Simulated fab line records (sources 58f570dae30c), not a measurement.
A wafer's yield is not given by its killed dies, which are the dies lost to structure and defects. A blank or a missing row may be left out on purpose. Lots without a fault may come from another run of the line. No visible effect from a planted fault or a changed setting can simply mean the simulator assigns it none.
Tool commonality check | flow berkeley-cmos170 | 14 lots, 42 wafers sampled

REASON FOR OPENING
Flagged at UCB170_PSD_CD_MEAS_06: reading cd-nm, on 2 of 14 lots. Fault-free wafers read 1200.4 nm, with a standard deviation of 1.4.
Rule: a lot is flagged in two cases, either no wafer of it has a number, or all its wafers with numbers fall more than 4 standard deviations from that mean. The rest of the lots are taken to be sound.

lot  | measured     | on        | cd-nm (nm), wafer by wafer | flag
L882 | day 7 15:02  | cd-sem-02 | 1202.7 1200.9 1200.2       |
L884 | day 8 05:10  | cd-sem-02 | 1199.3 1199.9 1199.6       |
L885 | day 8 16:01  | cd-sem-02 | 1201.3 1199.1 1201.4       |
L886 | day 8 16:15  | cd-sem-02 | 1201.4 1200.1 1198.7       |
L888 | day 9 06:05  | cd-sem-01 | 1202.3 1201.0 1200.7       |
L891 | day 9 15:02  | cd-sem-01 | 1199.7 1200.6 1200.5       |
L890 | day 9 15:23  | cd-sem-01 | 1200.1 1200.0 1201.0       |
L893 | day 10 12:36 | cd-sem-02 | 1199.2 1199.6 1200.0       |
L892 | day 10 12:44 | cd-sem-01 | 1199.1 1200.4 1199.7       |
L897 | day 10 16:15 | cd-sem-01 | 1200.3 1201.9 1200.7       |
L894 | day 10 16:29 | cd-sem-01 | 1093.0 1090.3 1090.6       | FLAGGED
L896 | day 10 16:46 | cd-sem-01 | 1095.8 1096.9 1097.3       | FLAGGED
L905 | day 12 11:11 | cd-sem-02 | 1199.1 1198.0 1199.1       |
L904 | day 12 11:32 | cd-sem-01 | 1198.6 1200.1 1199.5       |
The mean of the flagged lots' numbers is 1094.0 nm, -106.4 nm from the usual (-76 standard deviations).

EACH LOT AND THE TOOL IT RAN ON
The record holds 1 process step before the reading, out of a route of 331 steps. Cell contents, in order: the tool; ch with the chambers the sampled wafers went through; the start.
lot  | flag    | UCB170_PSD_PEB_04
L882 |         | litho-track-03 ch 0, day 7 14:40
L884 |         | litho-track-03 ch 0, day 8 04:54
L885 |         | litho-track-04 ch 0, day 8 15:44
L886 |         | litho-track-03 ch 0, day 8 15:59
L888 |         | litho-track-01 ch 0, day 9 05:49
L891 |         | litho-track-04 ch 0, day 9 14:40
L890 |         | litho-track-01 ch 0, day 9 14:56
L893 |         | litho-track-03 ch 0, day 10 12:20
L892 |         | litho-track-04 ch 0, day 10 12:28
L897 |         | litho-track-03 ch 0, day 10 15:59
L894 | FLAGGED | litho-track-04 ch 0, day 10 16:13
L896 | FLAGGED | litho-track-04 ch 0, day 10 16:30
L905 |         | litho-track-03 ch 0, day 12 10:54
L904 |         | litho-track-03 ch 0, day 12 11:15
What is done by these steps:
- UCB170_PSD_PEB_04
- UCB170_PSD_CD_MEAS_06: target cd 1200 nm.

FLAGGED AGAINST TOTAL, ONE TOOL AT A TIME (gauges that did the reading follow at the end)
step                  | tool           | lots run | flagged | share of the flagged lots | sound lots run after its first flagged lot
UCB170_PSD_PEB_04     | litho-track-01 | 2        | 0       | none                      | -
UCB170_PSD_PEB_04     | litho-track-03 | 7        | 0       | none                      | -
UCB170_PSD_PEB_04     | litho-track-04 | 5        | 2       | all                       | 0
UCB170_PSD_CD_MEAS_06 | cd-sem-01      | 8        | 2       | all                       | 1 (L904)
UCB170_PSD_CD_MEAS_06 | cd-sem-02      | 6        | 0       | none                      | -

WHAT THE TABLE PERMITS
Table rows that saw every flagged lot: 2, namely litho-track-04 at UCB170_PSD_PEB_04 and cd-sem-01 at UCB170_PSD_CD_MEAS_06.
- litho-track-04 at UCB170_PSD_PEB_04 ran 5 lots, 2 of them flagged. A fault beginning between L892 (day 10 12:28), its last sound lot, and L894 (day 10 16:13), its first flagged one, fits the data. Its own readings (heater-power-total-W, plate-temp-C) fall more than 4 standard deviations out on all wafers of the flagged lots.
- cd-sem-01 at UCB170_PSD_CD_MEAS_06 ran 8 lots, 2 of them flagged. After the first flagged lot (L904), sound lots still ran on it; a lasting fault on the whole tool would not permit that.
One tool is left: litho-track-04 at UCB170_PSD_PEB_04.

WHAT THE SIMULATOR HAD INSERTED
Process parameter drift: litho-track-04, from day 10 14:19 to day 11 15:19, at UCB170_PSD_PEB_04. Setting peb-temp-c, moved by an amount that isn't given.
Lots struck among those shown: L894, L896. The rule given above showed the same thing.
